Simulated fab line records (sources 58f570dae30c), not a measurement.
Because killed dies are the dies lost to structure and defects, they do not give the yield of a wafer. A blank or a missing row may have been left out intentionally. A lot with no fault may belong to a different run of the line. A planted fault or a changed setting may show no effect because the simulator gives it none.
The same fault as seen by 2 desks + flow berkeley_cmos170 + numbers are kept per desk, each desk with only its own; the story behind them comes last

== METROLOGY DESK ==
What the gauges read for every lot (on any tool): the sampled wafers with a number, averaged. The brackets show how far a lot's mean lies from the usual mean; more than 4 standard deviations puts the lot out of limits, marked OUT.
Columns: A = M1_AL_RS at UCB170_M1_RS_MEAS_01, usual 0.0486 ohm/sq; B = M1_AL_THK at UCB170_M1_THK_MEAS_02, usual 605 nm; C = cd_nm at UCB170_M1_CD_MEAS_09, usual 700.4 nm; D = M1_OVL at UCB170_M1_OVL_MEAS_10, usual 0 nm; E = cd_nm at UCB170_M1_CD_MEAS_90, usual 701.1 nm
| lot  | first seen here | A      | B   | C     | D   | E     |
|------|-----------------|--------|-----|-------|-----|-------|
| L164 | day 8 01:56     | 0.0492 | 597 | 698.6 | 0   | 700.5 |
| L165 | day 8 08:11     | 0.0484 | 607 | 700.2 | -10 | 701.4 |
| L174 | day 10 08:23    | 0.0485 | 607 | 698.1 | 4   | 697.2 |
| L183 | day 11 22:39    | 0.0483 | 611 | 701.2 | -3  | 701.0 |
| L181 | day 11 23:01    | 0.0489 | 609 | 701.9 | -8  | 702.2 |
Finding of this desk: none of the 5 lots has anything out of limits.

== THE TOOL OWNER'S DESK: rie_diel-04 ==
The tool's own readings at UCB170_M1_ETCH_11 (etches BARC in N2/H2): means of the sampled wafers that have a number, for each lot that ran on this tool. The brackets show how far a lot's mean lies from the usual mean; more than 4 standard deviations puts the lot out of limits, marked OUT.
Columns: A = chamber_pressure_mTorr at UCB170_M1_ETCH_11, usual 29.999 mTorr; B = drypump_motor_current_A at UCB170_M1_ETCH_11, usual 5.9 A; C = oes_product_au at UCB170_M1_ETCH_11, usual 0.996 a.u.; D = throttle_valve_pct at UCB170_M1_ETCH_11, usual 13.38 %
| lot  | first seen here | A      | B   | C                | D     |
|------|-----------------|--------|-----|------------------|-------|
| L165 | day 8 09:24     | 30.005 | 6.0 | 0.996            | 13.50 |
| L174 | day 10 09:52    | 29.993 | 6.2 | 1.121 (+7.8) OUT | 13.41 |
This desk finds L174 out of limits, L174 being first, at day 10 09:52 (oes_product_au at UCB170_M1_ETCH_11). Within limits: L165.

== PUT TOGETHER ==
On L174, at day 10 09:52, an alarm was possible from the tool owner's desk.
From the metrology desk's view, nothing was out of limits.
The metrology desk has L174 on record, within its limits.
Of the lots named, all ran UCB170_M1_ETCH_11 on rie_diel-04.

== WHAT THE SIMULATOR PUT IN ==
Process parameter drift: rie_diel-04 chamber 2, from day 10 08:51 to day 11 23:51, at UCB170_M1_ETCH_11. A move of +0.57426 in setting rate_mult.
Lots struck among those shown: L174.
Hours from the fault's start to each desk's first reading out of limits: the tool owner's desk, 1.
